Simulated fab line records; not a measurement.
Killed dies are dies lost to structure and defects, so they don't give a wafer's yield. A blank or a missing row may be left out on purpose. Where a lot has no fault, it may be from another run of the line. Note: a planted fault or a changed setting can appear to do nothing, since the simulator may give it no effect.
Check of tool commonality / flow rit cmos / Sample size 14 lots and 42 wafers

THE REASON FOR OPENING IT
At RIT_GATE_THK_MEAS_07 the reading GATE_OXIDE_THK is flagged on 2 of 14 lots. Wafers without a fault read 3.06 nm, standard deviation 0.079.
Rule: a lot gets a flag if all its wafers with a number sit over 4 standard deviations from that mean, or if no wafer of it has a number. The rest of the lots are taken to be sound.

lot=L870; measured=day 2 18:04; on=film metro-02; GATE_OXIDE_THK (nm), wafer by wafer=2.98 2.94 2.95; flag=
lot=L871; measured=day 2 21:12; on=film metro-02; GATE_OXIDE_THK (nm), wafer by wafer=3.08 3.09 3.06; flag=
lot=L872; measured=day 3 01:39; on=film metro-01; GATE_OXIDE_THK (nm), wafer by wafer=3.12 3.08 3.16; flag=
lot=L873; measured=day 3 07:08; on=film metro-01; GATE_OXIDE_THK (nm), wafer by wafer=3.14 3.17 3.15; flag=
lot=L874; measured=day 3 12:28; on=film metro-02; GATE_OXIDE_THK (nm), wafer by wafer=3.15 3.12 3.12; flag=
lot=L875; measured=day 3 22:49; on=film metro-04; GATE_OXIDE_THK (nm), wafer by wafer=3.10 3.20 3.09; flag=
lot=L876; measured=day 4 00:59; on=film metro-01; GATE_OXIDE_THK (nm), wafer by wafer=3.09 3.14 3.21; flag=
lot=L880; measured=day 4 22:36; on=film metro-01; GATE_OXIDE_THK (nm), wafer by wafer=3.04 3.02 3.02; flag=
lot=L883; measured=day 5 14:36; on=film metro-04; GATE_OXIDE_THK (nm), wafer by wafer=3.80 3.78 3.88; flag=FLAGGED
lot=L884; measured=day 5 14:49; on=film metro-02; GATE_OXIDE_THK (nm), wafer by wafer=3.92 3.94 3.90; flag=FLAGGED
lot=L889; measured=day 6 15:38; on=film metro-01; GATE_OXIDE_THK (nm), wafer by wafer=2.96 2.89 2.95; flag=
lot=L890; measured=day 7 07:09; on=film metro-02; GATE_OXIDE_THK (nm), wafer by wafer=2.95 2.93 2.90; flag=
lot=L892; measured=day 7 07:09; on=film metro-04; GATE_OXIDE_THK (nm), wafer by wafer=3.12 3.10 3.09; flag=
lot=L891; measured=day 7 07:10; on=film metro-01; GATE_OXIDE_THK (nm), wafer by wafer=3.07 3.09 3.20; flag=
The numbers of the flagged lots are 3.87 nm on average: +0.81 nm against the usual, or +10 standard deviations.

TOOL THAT RAN EACH LOT
The record holds 1 process step before the reading, out of a route of 202 steps. Read each cell as the tool, then ch plus the chambers that the sampled wafers visited, then the start.
lot=L870; flag=; RIT_GATE_OXIDATION_05=furnace-04 ch 0, day 2 15:23
lot=L871; flag=; RIT_GATE_OXIDATION_05=furnace-03 ch 0, day 2 19:22
lot=L872; flag=; RIT_GATE_OXIDATION_05=furnace-03 ch 0, day 3 00:19
lot=L873; flag=; RIT_GATE_OXIDATION_05=furnace-03 ch 0, day 3 04:49
lot=L874; flag=; RIT_GATE_OXIDATION_05=furnace-03 ch 0, day 3 10:55
lot=L875; flag=; RIT_GATE_OXIDATION_05=furnace-03 ch 0, day 3 19:37
lot=L876; flag=; RIT_GATE_OXIDATION_05=furnace-03 ch 0, day 3 22:37
lot=L880; flag=; RIT_GATE_OXIDATION_05=furnace-01 ch 0, day 4 20:48
lot=L883; flag=FLAGGED; RIT_GATE_OXIDATION_05=furnace-04 ch 0, day 5 12:11
lot=L884; flag=FLAGGED; RIT_GATE_OXIDATION_05=furnace-04 ch 0, day 5 13:16
lot=L889; flag=; RIT_GATE_OXIDATION_05=furnace-03 ch 0, day 6 14:18
lot=L890; flag=; RIT_GATE_OXIDATION_05=furnace-01 ch 0, day 7 04:31
lot=L892; flag=; RIT_GATE_OXIDATION_05=furnace-01 ch 0, day 7 04:31
lot=L891; flag=; RIT_GATE_OXIDATION_05=furnace-01 ch 0, day 7 04:31
What these steps do:
- RIT_GATE_OXIDATION_05: target thk 3 nm, ox time 274.8 s.
- RIT_GATE_THK_MEAS_07

FLAGGED AGAINST TOTAL, ONE TOOL AT A TIME (gauges that did the reading follow at the end)
step=RIT_GATE_OXIDATION_05; tool=furnace-01; lots run=4; flagged=0; share of the flagged lots=none; sound lots run after its first flagged lot=-
step=RIT_GATE_OXIDATION_05; tool=furnace-03; lots run=7; flagged=0; share of the flagged lots=none; sound lots run after its first flagged lot=-
step=RIT_GATE_OXIDATION_05; tool=furnace-04; lots run=3; flagged=2; share of the flagged lots=all; sound lots run after its first flagged lot=0
step=RIT_GATE_THK_MEAS_07; tool=film metro-01; lots run=6; flagged=0; share of the flagged lots=none; sound lots run after its first flagged lot=-
step=RIT_GATE_THK_MEAS_07; tool=film metro-02; lots run=5; flagged=1; share of the flagged lots=some; sound lots run after its first flagged lot=1 (L890)
step=RIT_GATE_THK_MEAS_07; tool=film metro-04; lots run=3; flagged=1; share of the flagged lots=some; sound lots run after its first flagged lot=1 (L892)

WHAT THE TABLE PERMITS
1 row of the table ran every flagged lot: furnace-04 at RIT_GATE_OXIDATION_05.
- furnace-04 at RIT_GATE_OXIDATION_05: 2 of its 3 lots flagged. It ran its last sound lot, L870, at day 2 15:23 and its first flagged lot, L883, at day 5 12:11: a fault with its onset between the two fits. Its own readings (spike tc centre C, spike tc load C, spike tc source C, tube center temp C, tube_center_temp_C_max) fall more than 4 standard deviations out on all wafers of the flagged lots.
Just one tool remains: furnace-04 at RIT_GATE_OXIDATION_05.

WHAT HAD BEEN PUT IN BY THE SIMULATOR
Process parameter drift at RIT_GATE_OXIDATION_05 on furnace-04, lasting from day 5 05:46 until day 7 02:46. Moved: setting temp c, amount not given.
Struck lots among those shown: L883, L884. The rule above reached the same finding.
